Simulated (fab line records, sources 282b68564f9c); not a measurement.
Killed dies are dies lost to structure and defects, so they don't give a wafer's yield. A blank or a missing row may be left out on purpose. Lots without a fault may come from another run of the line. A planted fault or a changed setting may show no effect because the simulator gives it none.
Which tool did it? | flow rit_cmos | 7 lots, 21 wafers sampled, at 4 steps of a route of 202

WHAT THE GAUGES READ, wafer by wafer
RIT_NLDD_OVL_MEAS_06.
lot  | measured    | on         | NLDD_OVL (nm)
L454 | day 2 22:36 | overlay-01 | -1.6 -1.4 0.7
L458 | day 3 18:30 | overlay-01 | -0.7 1.0 2.1
L463 | day 4 18:43 | overlay-02 | 0.9 2.4 0.9
L466 | day 5 10:24 | overlay-01 | 1.3 1.2 0.7
L471 | day 6 11:40 | overlay-02 | -0.9 -1.4 -0.4
L473 | day 6 21:50 | overlay-01 | -181.4 -183.1 -180.9
L476 | day 7 11:43 | overlay-02 | 1.2 1.4 1.3

WHICH TOOL RAN EACH LOT (tool, then ch and the chambers of the sampled wafers, then the start)
lot  | RIT_NWELL_STRIP_09                  | RIT_GATE_STRIP_20                   | RIT_NLDD_EXPOSE_03
L454 | plasma_asher-02 ch 0,1, day 2 01:46 | plasma_asher-01 ch 0,1, day 2 17:48 | iline_stepper-01 ch 0, day 2 22:14
L458 | plasma_asher-02 ch 0,1, day 2 22:01 | plasma_asher-04 ch 0,1, day 3 13:59 | iline_stepper-02 ch 0, day 3 18:06
L463 | plasma_asher-01 ch 0,1, day 3 22:41 | plasma_asher-02 ch 0,1, day 4 14:28 | iline_stepper-02 ch 0, day 4 18:20
L466 | plasma_asher-04 ch 0,1, day 4 13:37 | plasma_asher-01 ch 0,1, day 5 06:02 | iline_stepper-02 ch 0, day 5 10:00
L471 | plasma_asher-01 ch 0,1, day 5 15:31 | plasma_asher-02 ch 0,1, day 6 07:01 | iline_stepper-02 ch 0, day 6 11:17
L473 | plasma_asher-01 ch 0,1, day 6 00:49 | plasma_asher-04 ch 0,1, day 6 16:28 | iline_stepper-01 ch 0, day 6 21:27
L476 | plasma_asher-02 ch 0,1, day 6 16:04 | plasma_asher-02 ch 1, day 7 07:34   | iline_stepper-02 ch 0, day 7 11:19
- RIT_NWELL_STRIP_09: strips in O2, time 180 s.
- RIT_GATE_STRIP_20: strips in O2, time 180 s.
- RIT_NLDD_EXPOSE_03: exposes mask M7, target cd 40700 nm.

THE ANSWER, worked out from the rows above alone
Rule: what is usual is taken from the lots themselves. Put in order of their means at a reading, lots are off if they are a third of the lots or fewer, leave a main group of 4 or more, and stand apart from it by a gap of 3 or more times the standard deviation of the main group's means; of several such gaps the widest counts. A main group whose means are all the same, to the digits that the tables above print for the reading, isn't used. A lot without any number at a reading at which 4 lots or more have one is off too. The other lots that the step has rows for count as sound.
Off: L473, at RIT_NLDD_OVL_MEAS_06 (NLDD_OVL). The main group: mean 0.5 nm, standard deviation 0.95.
A tool fits if, at a process step before that reading, it ran every lot that is off, and no sound lot after the first of them. The gauges at RIT_NLDD_OVL_MEAS_06 are tried like those tools. Can't be told from this: 4 tools fit, plasma_asher-01 at RIT_NWELL_STRIP_09, plasma_asher-04 at RIT_GATE_STRIP_20, iline_stepper-01 at RIT_NLDD_EXPOSE_03, overlay-01 at RIT_NLDD_OVL_MEAS_06.

WHAT THE SIMULATOR HAD PUT IN
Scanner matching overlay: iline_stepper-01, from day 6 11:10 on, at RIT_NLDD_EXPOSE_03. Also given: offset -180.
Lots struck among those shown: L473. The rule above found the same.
